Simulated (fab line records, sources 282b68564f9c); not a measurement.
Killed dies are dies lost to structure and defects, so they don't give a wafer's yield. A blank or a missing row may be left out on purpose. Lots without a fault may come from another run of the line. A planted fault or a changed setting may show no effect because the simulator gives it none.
A struck lot beside a sound one | flow rit_cmos | 19 steps out of a route of 202
Sound: wafers L989.1, L989.2, L989.3. Struck: wafers L994.2, L994.3, L994.6. The cause comes at the end.
At each step with rows: each side's tool, then ch and its chambers, then its first start. Under that, the readings that differ: sound wafers | struck wafers | difference of the means | sigmas: that difference in standard deviations of wafers without a fault.
alike: readings whose means differ by less than 2 such deviations, and words and numbers that are the same on both sides. not compared: withheld readings, readings that some wafer has no value for, bounds like >300 that may hide the same value, and numbers for which the record gives no deviation and whose values overlap.
The two part at a step that has a row with sigmas, a row that says differs or no value, or rows on one side only. Numbers that don't overlap but have no deviation are shown without sigmas and don't part them. A reading that every wafer of one side lacks parts them only if that side has two wafers or more.

first, 3 steps without rows for these wafers: RIT_GATE_CLEAN_02 (cleans in dHF, time 31.25 s); RIT_GATE_CLEAN_03 (cleans in SC2, time 600 s); RIT_GATE_CLEAN_04 (cleans in dHF, time 60 s).
RIT_FOX2_THK_MEAS_91:
  sound on film_metro-03, day 5 01:08; struck on film_metro-03, day 6 01:59
  alike: FIELD_OXIDE_LEFT_2_THK
then, 2 steps without rows for these wafers: RIT_GATE_OXIDATION_05 (target thk 3 nm, ox time 270 s); RIT_GATE_ANNEAL_06 (time 600 s).
RIT_GATE_THK_MEAS_07:
  sound on film_metro-02, day 5 02:31; struck on film_metro-01, day 6 04:42
  alike: GATE_OXIDE_THK
then, 1 step without rows for these wafers: RIT_GATE_CVD_08 (deposits poly-Si from SiH4, target thk 250 nm, time 2220 s).
RIT_GATE_THK_MEAS_09:
  sound on film_metro-03, day 5 04:11; struck on film_metro-01, day 6 06:23
  alike: GATE_POLY_THK
then, 3 steps without rows for these wafers: RIT_GATE_HMDS_10 (prime time 60 s); RIT_GATE_COAT_11 (resist thk 850 nm); RIT_GATE_SOFTBAKE_12 (time 60 s).
RIT_GATE_EXPOSE_13: exposes mask M6, target cd 150 nm.
  sound on iline_stepper-01 ch 0, day 5 04:50; struck on iline_stepper-02 ch 0, day 6 07:01
  reading                      | sound                | struck               | difference | sigmas
  model.GATE.overlay_x_nm (nm) | 0.2319 0.2319 0.2319 | -149.5 -149.5 -149.5 | -149.7     |
  alike: mask
then, 2 steps without rows for these wafers: RIT_GATE_PEB_14; RIT_GATE_DEVELOP_15 (develop time 48.59 s).
RIT_GATE_CD_MEAS_16: target cd 150 nm.
  sound on cd_sem-02, day 5 05:18; struck on cd_sem-01, day 6 07:27
  alike: cd_nm
RIT_GATE_OVL_MEAS_17:
  sound on overlay-02, day 5 05:25; struck on overlay-02, day 6 07:34
  reading       | sound          | struck               | difference | sigmas
  GATE_OVL (nm) | -1.7 -0.2 -2.7 | -151.5 -152.2 -150.0 | -149.7     | -99 or more
then, 1 step without rows for these wafers: RIT_GATE_HARDBAKE_18 (time 60 s).
RIT_M1_PROBE_99:
  sound on prober-02, day 6 01:34; struck on prober-01, day 7 05:27
  reading                                                 | sound                | struck               | difference | sigmas
  model.etest.nldd.width_nm (nm)                          | 3210 3186 3209       | 3133 3128 3096       | -83        |
  model.etest.pldd.width_nm (nm)                          | 3185 3180 3203       | 3121 3122 3119       | -69        |
  model.etest.select_edge_diode_n.leak_log10_a (angstrom) | -9.66 -9.955 -9.725  | -6.456 -6.61 -6.486  | +3.263     |
  model.etest.select_edge_diode_p.leak_log10_a (angstrom) | -10.49 -10.51 -10.4  | -6.952 -7.274 -6.663 | +3.504     |
  model.etest.gate_end_array.leak_log10_a_um              | -12.85 -13.05 -12.79 | -11.45 -11.9 -11.7   | +1.21      |
  alike: killed_at_M0_to_M3, killed_at_contacts, killed_at_front_end, killed_dies, killed_on_rim, killed_open, killed_short

WHERE THEY PART
Only at RIT_GATE_OVL_MEAS_17, within this record. Later steps at which nothing parts them and some readings are alike: RIT_M1_PROBE_99.

WHY: what the simulator had put in
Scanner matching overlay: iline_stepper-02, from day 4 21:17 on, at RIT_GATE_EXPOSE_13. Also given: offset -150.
